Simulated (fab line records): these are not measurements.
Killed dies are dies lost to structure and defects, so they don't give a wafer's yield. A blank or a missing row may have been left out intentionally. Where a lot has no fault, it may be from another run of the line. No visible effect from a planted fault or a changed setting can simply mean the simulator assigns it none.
Which tool was responsible? | flow ritCmos | 21 wafers from 7 lots sampled at 2 of the route's 202 steps

## WHAT THE GAUGES SHOWED, per wafer
RIT_NRETRO_TW_MEAS_10.
lot  | measured    | on           | NRETRO_TW
L123 | day 2 16:20 | filmMetro-03 | 1035 1028 1034
L125 | day 3 02:55 | filmMetro-02 | 1057 1061 1062
L131 | day 4 05:25 | filmMetro-01 | 1066 1060 1064
L136 | day 5 05:59 | filmMetro-02 | 1060 1056 1056
L138 | day 5 16:05 | filmMetro-03 | 1045 1043 1040
L140 | day 6 00:29 | filmMetro-01 | 1080 1075 1079
L144 | day 6 22:59 | filmMetro-01 | 1071 1069 1078

## WHAT TOOL EACH LOT RAN ON (gives the tool, then ch and the chambers of the sampled wafers, and finally the start)
lot  | RIT_NWELL_COAT_01
L123 | lithoTrack-02 ch 0, day 2 05:51
L125 | lithoTrack-03 ch 0, day 2 16:55
L131 | lithoTrack-03 ch 0, day 3 18:09
L136 | lithoTrack-03 ch 0, day 4 19:42
L138 | lithoTrack-02 ch 0, day 5 05:07
L140 | lithoTrack-04 ch 0, day 5 14:15
L144 | lithoTrack-04 ch 0, day 6 11:41
- RIT_NWELL_COAT_01: resist thk 1300 nm.

## THE ANSWER, worked out from the rows above alone
Rule: the lots themselves supply what counts as usual. Put in order of their means at a reading, lots are off if they are a third of the lots or fewer, leave a main group of 4 or more, and stand apart from it by a gap of 3 or more times the standard deviation of the main group's means; of several such gaps the widest counts. If all means in a main group match to the digits the tables above print for the reading, that group is not used. Also off: a lot with no number at a reading for which 4 or more lots have one. All remaining lots with rows at the step are treated as sound.
None of the lots is off at any reading shown; this tells nothing.

## WHAT THE SIMULATOR PUT IN
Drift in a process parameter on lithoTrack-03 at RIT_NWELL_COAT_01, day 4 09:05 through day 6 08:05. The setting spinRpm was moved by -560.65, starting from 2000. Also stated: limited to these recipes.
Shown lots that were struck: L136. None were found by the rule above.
